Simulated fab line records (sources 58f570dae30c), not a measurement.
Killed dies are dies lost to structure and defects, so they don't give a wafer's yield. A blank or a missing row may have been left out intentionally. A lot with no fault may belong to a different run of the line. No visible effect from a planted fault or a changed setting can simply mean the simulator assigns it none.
Split-lot experiment ; flow berkeleyCmos170 ; 23 wafers read across 5 lots, on a route 331 steps long

THE SPLIT
At UCB170_PSD_IMPLANT_08, the setting doseCm2 was moved away from the recipe's 3e+15 on 12 of the 23 wafers read, by -6.0% to +4.9%. For the rest of the wafers, this setting stayed at what the recipe calls for.

FROM THE SPLIT TO THE READING: what the file shows between them, 5 steps
- UCB170_PSD_STRIP_09: strips in O2
- UCB170_PSD_TW_MEAS_10
- UCB170_NSD_STRIP_09: strips in O2 (also split here: overashFraction)
- UCB170_SDANNEAL_RTA_00: time 10 s (also split here: timeS)
- UCB170_SDANNEAL_RTA_01: time 5 s

THE READING
PSD_RS in ohm/sq, measured at UCB170_SDANNEAL_RS_MEAS_02 by four-point-probe. Typical for fault-free wafers on this fab line: 75.5 ohm/sq, with standard deviation 0.36 ohm/sq.

wafer;tool, chamber at the split;doseCm2 as run;against the recipe;PSD_RS, ohm/sq;against lot-mates on the recipe
L075.2;implanter-03, 0;3e+15;recipe;75.4;-
L075.3;implanter-03, 0;3e+15;recipe;76.1;-
L075.4;implanter-03, 0;3.058e+15;+1.9%;74.6;-1.2
L075.5;implanter-03, 0;3.058e+15;+1.9%;74.5;-1.2
L075.6;implanter-03, 0;3.058e+15;+1.9%;74.8;-1.0
L076.1;implanter-02, 0;2.82e+15;-6.0%;78.9;+3.1
L076.2;implanter-02, 0;3e+15;recipe;75.9;-
L076.3;implanter-02, 0;2.82e+15;-6.0%;78.8;+3.0
L076.4;implanter-02, 0;3e+15;recipe;75.7;-
L076.5;implanter-02, 0;2.82e+15;-6.0%;79.4;+3.6
L077.2;implanter-02, 0;3e+15;recipe;75.0;-
L077.4;implanter-02, 0;3e+15;recipe;75.0;-
L077.6;implanter-02, 0;3e+15;recipe;74.9;-
L081.1;implanter-01, 0;3e+15;recipe;76.1;-
L081.3;implanter-01, 0;3e+15;recipe;75.5;-
L081.4;implanter-01, 0;2.935e+15;-2.2%;76.9;+1.1
L081.5;implanter-01, 0;2.935e+15;-2.2%;76.8;+1.0
L081.6;implanter-01, 0;2.935e+15;-2.2%;76.9;+1.1
L083.2;implanter-01, 0;3e+15;recipe;75.7;-
L083.3;implanter-01, 0;3e+15;recipe;75.9;-
L083.4;implanter-01, 0;3.146e+15;+4.9%;73.1;-2.7
L083.5;implanter-01, 0;3.146e+15;+4.9%;73.0;-2.8
L083.6;implanter-01, 0;3.146e+15;+4.9%;73.1;-2.7

THE FIT
A straight line over all 23 wafers: PSD_RS changes by -0.55 ohm/sq for each +1% of doseCm2; r = -0.98; the points scatter about the line by 0.33 ohm/sq.
The same after taking each lot's own level away (the mean of its wafers on the recipe; 23 wafers): -0.546 ohm/sq for each +1%; r = -0.99; scatter 0.19 ohm/sq.
The reading moves by 3.3 ohm/sq for the largest change in doseCm2, on that fit.
The span of the lots' own levels, 74.97 to 75.80 ohm/sq, comes to 2.3 times the standard deviation stated above.
The two slopes are in agreement: the lot-to-lot level therefore moves the slope only a little.
Check: with one of the wafers moved furthest among these (-6.0%) left out of the fit, the line predicts +3.28 ohm/sq for it against its lot-mates. Against them it came out at +3.1 ohm/sq.

THE OTHER SPLITS THESE WAFERS WENT THROUGH
Before the reading, these wafers also passed through other splits. Each is held against what the fit with the lots' levels taken away leaves over:
other split on the same wafers;wafers away from the commonest value;r with PSD_RS (lot level and that fit taken away)
UCB170_ZERO_ETCH_06 timeS;12;+0.08
UCB170_NWELL_IMPLANT_14 doseCm2;8;+0.03
UCB170_PWELL_CVD_05 pressureMtorr;15;-0.04
UCB170_ACTIVE_COAT_08 spinRpm;6;+0.17
UCB170_PFIELD_COAT_01 spinRpm;4;-0.36
UCB170_PFIELD_IMPLANT_07 doseCm2;10;-0.02
UCB170_NSD_STRIP_09 overashFraction;8;+0.24
UCB170_SDANNEAL_RTA_00 timeS;10;-0.25

THE WHOLE CHAIN: every reading that the file lists as answering this split, in the file's order
step;what it does;reading;change (the file's fit);r (the file's)
UCB170_PSD_STRIP_09;strips in O2;stripTimeToEndpointS;withheld for each +1% of the setting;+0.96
UCB170_PSD_TW_MEAS_10;;PSD_TW;+7.13 for each +1% of the setting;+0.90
UCB170_SDANNEAL_RS_MEAS_02;measures by four-point-probe;PSD_RS;-0.546 for each +1% of the setting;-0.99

FILE'S OWN FIT
PSD_RS changes by -0.546 ohm/sq for each +1% of doseCm2, r = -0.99.
